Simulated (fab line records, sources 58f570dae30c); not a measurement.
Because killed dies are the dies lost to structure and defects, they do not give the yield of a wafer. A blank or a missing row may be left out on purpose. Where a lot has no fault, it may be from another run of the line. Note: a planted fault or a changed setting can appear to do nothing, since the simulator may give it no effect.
One fault through the eyes of 2 desks ; flow berkeley_cmos170 ; only its own numbers are on each desk; what lay behind them is given at the end

== FROM THE METROLOGY DESK ==
What the gauges read for every lot (on any tool): the sampled wafers with a number, averaged. The brackets show how far a lot's mean lies from the usual mean; more than 4 standard deviations puts the lot out of limits, marked OUT.
Columns: A = cd_nm at UCB170_V2_CD_MEAS_12, usual 700.1 nm; B = cd_nm at UCB170_V2_CD_MEAS_90, usual 700.2 nm
lot;first seen here;A;B
L335;day 8 04:43;701.4;701.7
L339;day 8 14:02;699.9;699.9
L337;day 8 14:40;700.1;700.3
L340;day 9 07:09;699.4;699.9
L342;day 10 00:18;699.9;700.4
L346;day 10 09:43;697.4;697.4
L345;day 10 10:16;698.9;699.2
L344;day 10 10:43;699.4;699.0
L347;day 10 22:04;699.7;700.1
L350;day 11 05:37;700.9;700.4
L348;day 11 05:45;700.3;699.9
L353;day 11 07:47;701.2;700.8
L354;day 12 09:01;701.4;701.0
This desk found nothing out of limits on any of the 13 lots.

== THE TOOL OWNER'S DESK: rie_diel-01 ==
The tool's own readings at UCB170_NWELL_ETCH_13 (etches Si3N4 in CH3F/Ar/O2, stops on SiO2, target depth 246.4 nm, time 154 s): means of the sampled wafers that have a number, for each lot that ran on this tool. The brackets show how far a lot's mean lies from the usual mean; more than 4 standard deviations puts the lot out of limits, marked OUT.
Columns: A = drypump_motor_current_A at UCB170_NWELL_ETCH_13, usual 5.5 A; B = oes_product_au at UCB170_NWELL_ETCH_13, usual 0.935 a.u.; C = throttle_valve_pct at UCB170_NWELL_ETCH_13, usual 8.10 %
lot;first seen here;A;B;C
L337;day 3 00:32;5.3;0.946;8.04
L339;day 3 04:08;5.6;0.947;8.06
L340;day 3 12:57;5.2;0.940;8.12
L342;day 3 20:10;5.4;0.946;8.06
L347;day 5 06:07;5.2;0.939;8.11
L350;day 5 16:01;5.5;0.942;8.15
L353;day 6 06:27;5.5;0.936;8.14
This desk found nothing out of limits on any of the 7 lots.

== BROUGHT TOGETHER ==
The metrology desk saw nothing out of limits.
The tool owner's desk saw nothing out of limits.

== WHAT THE SIMULATOR HAD PUT IN ==
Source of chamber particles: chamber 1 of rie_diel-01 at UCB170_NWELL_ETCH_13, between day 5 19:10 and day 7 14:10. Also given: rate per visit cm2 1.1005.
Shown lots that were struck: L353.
